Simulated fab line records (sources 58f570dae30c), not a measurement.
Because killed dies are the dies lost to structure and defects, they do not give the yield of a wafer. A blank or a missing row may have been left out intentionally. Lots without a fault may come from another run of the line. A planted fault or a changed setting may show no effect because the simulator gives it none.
fab line records	flow berkeley_cmos170
record: lots: 24	wafers: 72	last_day: 13
route steps=331 shown NWELL@19 ACTIVE@74 M1@247 V1@266 V2@304
lots that met no fault: from a run of the same line without faults
start_h: the number of hours between the record's first day and the start of the first shown wafer of the lot	wait_h: time in hours since the lot's previous step	" identical to the entry in the row above	L1.1+2: one row covering several wafers at once	- no value, or no start was given	* or withheld: withheld	< > ~ a bound
route shown NAME@n: a module of which the file shows steps, and the number in the route of the first	usual: average and standard deviation across the fault-free wafers	same: alike in all rows	chamber/n: place in a boat	sites: readings site by site	_std_site: how widely they spread, as a standard deviation	_edge_site: inner sites' mean taken away from outer sites' mean	radius_mm: how far each site lies from the wafer's centre	mask NAME#n: copy n	behind: tool/chamber where the wafer was last shaped	hold: what put the lot on hold/how long, in hours/how the hold closed	device: whichever transistor did not switch (one of n, p or np)	end of line: tests run on the same wafers once the route is complete	a step without rows: its recipe alone	killed: the dies lost at the first sort to structure and to defects; this is not the yield of the wafer	map: the dies of a wafer, with x for killed, . for not killed, _ for no die there
set.NAME: setting as actually run; set.NAME@STEP: the setting as run at that earlier step	model.NAME: the simulator's own value behind a step, which no gauge read
the route's steps for a sample of lots (tables are steps, rows are wafers)
== steps ==
step: UCB170_NWELL_THK_MEAS_05
recipe: reads: Si3N4_of_NWELL_CVD_04
usual: NWELL_NITRIDE_THK: 225.2/2.4
lot.wafer	tool	chamber	start_h	wait_h	NWELL_NITRIDE_THK[nm]
L074.4	film_metro-04	-	39.08	0.0	227.9
L074.5	"	-	"	"	228.0
L074.6	"	-	"	"	228.1
L076.1	film_metro-04	-	44.04	0.0	228.5
L076.4	"	-	"	"	227.1
L076.5	"	-	"	"	229.1
L075.3	film_metro-03	-	44.06	0.0	223.6
L075.5	"	-	"	"	224.3
L075.6	"	-	"	"	223.9
L078.2	film_metro-03	-	52.67	0.0	225.7
L078.3	"	-	"	"	226.4
L078.4	"	-	"	"	225.7
L077.3	film_metro-01	-	52.68	0.0	228.1
L077.4	"	-	"	"	227.1
L077.5	"	-	"	"	224.5
L079.1	film_metro-04	-	60.98	0.0	227.7
L079.4	"	-	"	"	227.0
L079.5	"	-	"	"	228.2
L080.3	film_metro-01	-	61.00	0.0	227.5
L080.5	"	-	"	"	228.1
L080.6	"	-	"	"	227.2
L081.3	film_metro-04	-	70.95	0.0	224.3
L081.5	"	-	"	"	226.4
L081.6	"	-	"	"	224.8
L082.3	film_metro-03	-	70.95	0.0	227.9
L082.5	"	-	"	"	227.1
L082.6	"	-	"	"	225.7
L084.2	film_metro-03	-	80.42	0.0	225.4
L084.3	"	-	"	"	225.3
L084.6	"	-	"	"	226.2
L083.3	film_metro-04	-	80.43	0.0	219.4
L083.4	"	-	"	"	219.9
L083.6	"	-	"	"	220.7
L086.1	film_metro-01	-	88.67	0.0	221.1
L086.3	"	-	"	"	223.5
L086.6	"	-	"	"	221.8
L085.2	film_metro-04	-	88.68	0.0	225.1
L085.3	"	-	"	"	224.3
L085.5	"	-	"	"	224.7
L087.2	film_metro-04	-	98.63	0.0	221.6
L087.3	"	-	"	"	222.5
L087.6	"	-	"	"	222.2
L088.2	film_metro-03	-	106.44	0.0	226.4
L088.3	"	-	"	"	223.9
L088.6	"	-	"	"	222.8
L089.2	film_metro-04	-	113.44	0.0	224.0
L089.3	"	-	"	"	224.2
L089.4	"	-	"	"	224.0
L090.2	film_metro-01	-	121.93	0.0	221.9
L090.3	"	-	"	"	220.3
L090.4	"	-	"	"	220.3
L091.3	film_metro-04	-	130.74	0.0	228.3
L091.4	"	-	"	"	227.4
L091.5	"	-	"	"	228.7
L092.3	film_metro-03	-	130.74	0.0	223.7
L092.4	"	-	"	"	226.3
L092.6	"	-	"	"	224.2
L093.1	film_metro-01	-	139.15	0.0	226.4
L093.4	"	-	"	"	223.3
L093.5	"	-	"	"	225.8
L094.1	film_metro-04	-	139.15	0.0	224.7
L094.4	"	-	"	"	222.7
L094.5	"	-	"	"	224.3
L095.1	film_metro-03	-	149.12	0.0	225.5
L095.3	"	-	"	"	227.7
L095.4	"	-	"	"	226.3
L096.3	film_metro-01	-	149.14	0.0	224.2
L096.4	"	-	"	"	222.8
L096.5	"	-	"	"	223.6
L097.2	film_metro-04	-	153.22	0.0	224.8
L097.4	"	-	"	"	225.3
L097.6	"	-	"	"	223.6
step: UCB170_NWELL_OVL_MEAS_12
usual: NWELL_OVL: 2/5.3
lot.wafer	tool	chamber	start_h	wait_h	NWELL_OVL[nm]
L074.4	overlay-01	-	40.32	-	3
L074.5	"	-	"	"	2
L074.6	"	-	"	"	4
L076.1	overlay-02	-	45.34	-	1
L076.4	"	-	"	"	5
L076.5	"	-	"	"	0
L075.3	overlay-02	-	45.63	-	-1
L075.5	"	-	"	"	-5
L075.6	"	-	"	"	7
L077.3	overlay-02	-	53.69	-	6
L077.4	"	-	"	"	3
L077.5	"	-	"	"	-1
L078.2	overlay-01	-	53.96	-	-3
L078.3	"	-	"	"	5
L078.4	"	-	"	"	-6
L080.3	overlay-01	-	62.07	-	3
L080.5	"	-	"	"	3
L080.6	"	-	"	"	7
L079.1	overlay-02	-	62.30	-	2
L079.4	"	-	"	"	5
L079.5	"	-	"	"	-1
L082.3	overlay-01	-	73.01	-	10
L082.5	"	-	"	"	3
L082.6	"	-	"	"	4
L081.3	overlay-01	-	73.56	-	4
L081.5	"	-	"	"	4
L081.6	"	-	"	"	-3
L083.3	overlay-01	-	81.44	-	-1
L083.4	"	-	"	"	-10
L083.6	"	-	"	"	0
L084.2	overlay-01	-	81.56	-	-3
L084.3	"	-	"	"	1
L084.6	"	-	"	"	-4
L086.1	overlay-02	-	89.70	-	16
L086.3	"	-	"	"	5
L086.6	"	-	"	"	16
L085.2	overlay-01	-	89.95	-	11
L085.3	"	-	"	"	3
L085.5	"	-	"	"	2
L087.2	overlay-01	-	100.21	-	-5
L087.3	"	-	"	"	-7
L087.6	"	-	"	"	-2
L088.2	overlay-02	-	107.34	-	5
L088.3	"	-	"	"	0
L088.6	"	-	"	"	4
L089.2	overlay-01	-	114.47	-	0
L089.3	"	-	"	"	2
L089.4	"	-	"	"	2
L090.2	overlay-01	-	122.94	-	-3
L090.3	"	-	"	"	2
L090.4	"	-	"	"	-5
L091.3	overlay-02	-	131.63	-	3
L091.4	"	-	"	"	2
L091.5	"	-	"	"	2
L092.3	overlay-02	-	131.87	-	-5
L092.4	"	-	"	"	-1
L092.6	"	-	"	"	9
L094.1	overlay-02	-	140.66	-	-9
L094.4	"	-	"	"	-1
L094.5	"	-	"	"	-3
L093.1	overlay-01	-	140.86	-	5
L093.4	"	-	"	"	-1
L093.5	"	-	"	"	16
L096.3	overlay-02	-	150.04	-	-1
L096.4	"	-	"	"	5
L096.5	"	-	"	"	-2
L095.1	overlay-01	-	150.27	-	-4
L095.3	"	-	"	"	-5
L095.4	"	-	"	"	-14
L097.2	overlay-01	-	154.22	-	8
L097.4	"	-	"	"	11
L097.6	"	-	"	"	4
step: UCB170_ACTIVE_OVL_MEAS_14
usual: ACTIVE_OVL: -2/5.9
lot.wafer	tool	chamber	start_h	wait_h	ACTIVE_OVL[nm]
L074.4	overlay-01	-	92.40	0.1	-8
L074.5	"	-	"	"	-6
L074.6	"	-	"	"	-3
L076.1	overlay-01	-	92.54	0.1	4
L076.4	"	-	"	"	-1
L076.5	"	-	"	"	-1
L075.3	overlay-01	-	92.83	0.1	-15
L075.5	"	-	"	"	-12
L075.6	"	-	"	"	-13
L078.2	overlay-01	-	111.29	0.1	4
L078.3	"	-	"	"	-3
L078.4	"	-	"	"	-2
L077.3	overlay-01	-	112.02	0.1	-8
L077.4	"	-	"	"	-4
L077.5	"	-	"	"	-8
L079.1	overlay-02	-	124.18	0.1	0
L079.4	"	-	"	"	1
L079.5	"	-	"	"	3
L080.3	overlay-02	-	124.47	0.1	-1
L080.5	"	-	"	"	0
L080.6	"	-	"	"	-2
L081.3	overlay-02	-	137.54	0.1	-10
L081.5	"	-	"	"	-9
L081.6	"	-	"	"	-11
L082.3	overlay-01	-	137.78	0.1	-4
L082.5	"	-	"	"	-8
L082.6	"	-	"	"	-3
L083.3	overlay-01	-	146.52	0.1	-2
L083.4	"	-	"	"	1
L083.6	"	-	"	"	4
L084.2	overlay-01	-	146.79	0.1	-12
L084.3	"	-	"	"	-3
L084.6	"	-	"	"	-3
L085.2	overlay-01	-	151.82	0.1	4
L085.3	"	-	"	"	2
L085.5	"	-	"	"	0
L086.1	overlay-02	-	152.04	0.1	1
L086.3	"	-	"	"	0
L086.6	"	-	"	"	4
L087.2	overlay-01	-	164.47	0.1	-1
L087.3	"	-	"	"	3
L087.6	"	-	"	"	-1
L088.2	overlay-02	-	164.74	0.1	4
L088.3	"	-	"	"	-1
L088.6	"	-	"	"	1
L089.2	overlay-02	-	174.74	0.1	18
L089.3	"	-	"	"	11
L089.4	"	-	"	"	9
L090.2	overlay-01	-	181.43	0.1	-2
L090.3	"	-	"	"	-5
L090.4	"	-	"	"	1
L091.3	overlay-02	-	195.59	0.1	1
L091.4	"	-	"	"	-1
L091.5	"	-	"	"	-2
L092.3	overlay-01	-	195.70	0.1	-7
L092.4	"	-	"	"	-12
L092.6	"	-	"	"	-12
L094.1	overlay-01	-	202.59	0.1	-4
L094.4	"	-	"	"	4
L094.5	"	-	"	"	-2
L093.1	overlay-02	-	202.86	0.1	0
L093.4	"	-	"	"	1
L093.5	"	-	"	"	2
L095.1	overlay-01	-	203.14	0.1	4
L095.3	"	-	"	"	7
L095.4	"	-	"	"	9
L096.3	overlay-02	-	203.16	0.1	-3
L096.4	"	-	"	"	-12
L096.5	"	-	"	"	-4
L097.2	overlay-01	-	218.11	0.1	-1
L097.4	"	-	"	"	-1
L097.6	"	-	"	"	-1
step: UCB170_M1_CD_MEAS_09
recipe: target_cd_nm: 700
usual: cd_nm: 699.9/1.4
lot.wafer	tool	chamber	start_h	wait_h	cd_nm
L075.3	cd_sem-02	-	186.60	-	703.4
L075.5	"	-	"	"	702.7
L075.6	"	-	"	"	704.2
L074.4	cd_sem-01	-	187.17	-	699.9
L074.5	"	-	"	"	699.8
L074.6	"	-	"	"	699.5
L076.1	cd_sem-01	-	187.37	-	701.5
L076.4	"	-	"	"	700.1
L076.5	"	-	"	"	700.4
L078.2	cd_sem-01	-	193.13	-	697.8
L078.3	"	-	"	"	697.5
L078.4	"	-	"	"	698.2
L077.3	cd_sem-01	-	193.39	-	700.7
L077.4	"	-	"	"	699.8
L077.5	"	-	"	"	699.9
L079.1	cd_sem-02	-	211.65	-	700.7
L079.4	"	-	"	"	698.7
L079.5	"	-	"	"	701.1
L080.3	cd_sem-02	-	212.26	-	700.7
L080.5	"	-	"	"	702.0
L080.6	"	-	"	"	701.1
L082.3	cd_sem-01	-	224.50	-	700.1
L082.5	"	-	"	"	699.3
L082.6	"	-	"	"	698.0
L081.3	cd_sem-02	-	224.79	-	699.4
L081.5	"	-	"	"	699.6
L081.6	"	-	"	"	699.9
L084.2	cd_sem-02	-	234.92	-	701.5
L084.3	"	-	"	"	700.2
L084.6	"	-	"	"	701.9
L083.3	cd_sem-02	-	235.45	-	698.8
L083.4	"	-	"	"	699.5
L083.6	"	-	"	"	699.9
L086.1	cd_sem-02	-	241.17	-	698.7
L086.3	"	-	"	"	698.2
L086.6	"	-	"	"	697.5
L085.2	cd_sem-02	-	241.40	-	699.8
L085.3	"	-	"	"	698.4
L085.5	"	-	"	"	698.8
L088.2	cd_sem-02	-	248.89	-	697.3
L088.3	"	-	"	"	699.0
L088.6	"	-	"	"	699.7
L087.2	cd_sem-02	-	249.13	-	700.0
L087.3	"	-	"	"	700.8
L087.6	"	-	"	"	699.5
L089.2	cd_sem-02	-	257.41	-	700.4
L089.3	"	-	"	"	700.6
L089.4	"	-	"	"	700.9
L090.2	cd_sem-02	-	258.13	-	699.1
L090.3	"	-	"	"	699.7
L090.4	"	-	"	"	699.3
L092.3	cd_sem-02	-	274.64	-	701.5
L092.4	"	-	"	"	702.4
L092.6	"	-	"	"	701.9
L091.3	cd_sem-02	-	275.28	-	701.2
L091.4	"	-	"	"	699.8
L091.5	"	-	"	"	700.8
L096.3	cd_sem-02	-	282.25	-	699.5
L096.4	"	-	"	"	700.0
L096.5	"	-	"	"	700.1
L094.1	cd_sem-02	-	283.69	-	699.2
L094.4	"	-	"	"	699.8
L094.5	"	-	"	"	699.2
L093.1	cd_sem-02	-	285.73	-	699.6
L093.4	"	-	"	"	699.5
L093.5	"	-	"	"	699.2
L095.1	cd_sem-02	-	286.28	-	700.5
L095.3	"	-	"	"	698.9
L095.4	"	-	"	"	698.8
L097.2	cd_sem-02	-	292.50	-	697.4
L097.4	"	-	"	"	699.1
L097.6	"	-	"	"	697.7
step: UCB170_V1_CD_MEAS_12
recipe: target_cd_nm: 700
usual: cd_nm: 700.3/1.3
lot.wafer	tool	chamber	start_h	wait_h	cd_nm
L075.3	cd_sem-02	-	190.21	-	697.7
L075.5	"	-	"	"	698.6
L075.6	"	-	"	"	700.9
L074.4	cd_sem-01	-	191.73	-	699.4
L074.5	"	-	"	"	701.2
L074.6	"	-	"	"	700.8
L076.1	cd_sem-02	-	191.97	-	701.3
L076.4	"	-	"	"	700.0
L076.5	"	-	"	"	699.3
L078.2	cd_sem-02	-	197.52	-	700.7
L078.3	"	-	"	"	699.7
L078.4	"	-	"	"	699.8
L077.3	cd_sem-01	-	199.61	-	702.9
L077.4	"	-	"	"	703.0
L077.5	"	-	"	"	702.8
L079.1	cd_sem-01	-	216.18	-	700.9
L079.4	"	-	"	"	701.9
L079.5	"	-	"	"	700.9
L080.3	cd_sem-01	-	217.30	-	701.6
L080.5	"	-	"	"	701.4
L080.6	"	-	"	"	701.3
L082.3	cd_sem-01	-	228.23	-	701.0
L082.5	"	-	"	"	700.6
L082.6	"	-	"	"	701.2
L081.3	cd_sem-01	-	229.71	-	700.0
L081.5	"	-	"	"	700.4
L081.6	"	-	"	"	701.0
L083.3	cd_sem-02	-	244.33	-	699.7
L083.4	"	-	"	"	698.9
L083.6	"	-	"	"	697.9
L084.2	cd_sem-02	-	244.58	-	699.6
L084.3	"	-	"	"	701.3
L084.6	"	-	"	"	700.6
L086.1	cd_sem-02	-	245.49	-	699.5
L086.3	"	-	"	"	699.2
L086.6	"	-	"	"	699.2
L085.2	cd_sem-02	-	245.79	-	701.0
L085.3	"	-	"	"	698.5
L085.5	"	-	"	"	700.1
L088.2	cd_sem-02	-	252.82	-	698.9
L088.3	"	-	"	"	701.3
L088.6	"	-	"	"	700.4
L087.2	cd_sem-02	-	254.15	-	700.1
L087.3	"	-	"	"	701.8
L087.6	"	-	"	"	699.9
L090.2	cd_sem-02	-	263.31	-	700.3
L090.3	"	-	"	"	701.4
L090.4	"	-	"	"	700.7
L089.2	cd_sem-02	-	263.55	-	699.7
L089.3	"	-	"	"	701.3
L089.4	"	-	"	"	700.7
L092.3	cd_sem-02	-	278.41	-	700.5
L092.4	"	-	"	"	699.7
L092.6	"	-	"	"	700.1
L091.3	cd_sem-02	-	279.65	-	700.8
L091.4	"	-	"	"	701.7
L091.5	"	-	"	"	701.3
L096.3	cd_sem-02	-	287.81	-	698.8
L096.4	"	-	"	"	698.7
L096.5	"	-	"	"	700.3
L094.1	cd_sem-02	-	288.35	-	702.4
L094.4	"	-	"	"	702.8
L094.5	"	-	"	"	703.1
L093.1	cd_sem-02	-	291.58	-	699.6
L093.4	"	-	"	"	699.9
L093.5	"	-	"	"	698.9
L095.1	cd_sem-02	-	291.92	-	697.2
L095.3	"	-	"	"	699.6
L095.4	"	-	"	"	698.9
L097.2	cd_sem-02	-	296.83	-	702.3
L097.4	"	-	"	"	701.2
L097.6	"	-	"	"	700.9
step: UCB170_V2_CD_MEAS_12
recipe: target_cd_nm: 700
usual: cd_nm: 699.9/1.2
lot.wafer	tool	chamber	start_h	wait_h	cd_nm
L075.3	cd_sem-01	-	195.30	-	699.6
L075.5	"	-	"	"	698.9
L075.6	"	-	"	"	698.3
L074.4	cd_sem-01	-	197.99	-	698.8
L074.5	"	-	"	"	699.1
L074.6	"	-	"	"	699.6
L076.1	cd_sem-02	-	198.65	-	697.5
L076.4	"	-	"	"	698.6
L076.5	"	-	"	"	698.1
L078.2	cd_sem-01	-	204.00	-	701.1
L078.3	"	-	"	"	700.3
L078.4	"	-	"	"	700.6
L077.3	cd_sem-02	-	205.86	-	700.5
L077.4	"	-	"	"	700.5
L077.5	"	-	"	"	699.9
L079.1	cd_sem-01	-	221.15	-	699.5
L079.4	"	-	"	"	698.4
L079.5	"	-	"	"	698.8
L080.3	cd_sem-02	-	222.68	-	699.6
L080.5	"	-	"	"	701.3
L080.6	"	-	"	"	700.5
L082.3	cd_sem-02	-	233.14	-	700.7
L082.5	"	-	"	"	700.3
L082.6	"	-	"	"	700.6
L081.3	cd_sem-02	-	235.69	-	700.4
L081.5	"	-	"	"	700.2
L081.6	"	-	"	"	701.1
L083.3	cd_sem-02	-	249.88	-	699.6
L083.4	"	-	"	"	700.5
L083.6	"	-	"	"	700.4
L084.2	cd_sem-02	-	250.10	-	700.4
L084.3	"	-	"	"	699.5
L084.6	"	-	"	"	700.6
L086.1	cd_sem-02	-	251.08	-	700.8
L086.3	"	-	"	"	701.3
L086.6	"	-	"	"	701.8
L085.2	cd_sem-02	-	251.50	-	700.4
L085.3	"	-	"	"	698.3
L085.5	"	-	"	"	698.9
L088.2	cd_sem-02	-	258.76	-	701.3
L088.3	"	-	"	"	703.8
L088.6	"	-	"	"	702.3
L087.2	cd_sem-02	-	263.43	-	699.8
L087.3	"	-	"	"	700.1
L087.6	"	-	"	"	700.0
L090.2	cd_sem-02	-	269.83	-	699.8
L090.3	"	-	"	"	700.1
L090.4	"	-	"	"	702.1
L089.2	cd_sem-02	-	270.95	-	700.3
L089.3	"	-	"	"	699.4
L089.4	"	-	"	"	701.1
L092.3	cd_sem-02	-	284.33	-	698.9
L092.4	"	-	"	"	698.9
L092.6	"	-	"	"	699.2
L091.3	cd_sem-02	-	285.41	-	699.6
L091.4	"	-	"	"	700.0
L091.5	"	-	"	"	700.7
L096.3	cd_sem-02	-	293.71	-	699.1
L096.4	"	-	"	"	698.0
L096.5	"	-	"	"	698.9
L094.1	cd_sem-02	-	293.79	-	699.9
L094.4	"	-	"	"	699.2
L094.5	"	-	"	"	699.5
L093.1	cd_sem-02	-	298.06	-	700.3
L093.4	"	-	"	"	698.5
L093.5	"	-	"	"	700.2
L095.1	cd_sem-02	-	298.36	-	698.1
L095.3	"	-	"	"	697.2
L095.4	"	-	"	"	697.5
L097.2	cd_sem-02	-	303.19	-	701.3
L097.4	"	-	"	"	701.2
L097.6	"	-	"	"	700.1
== key ==
fault none
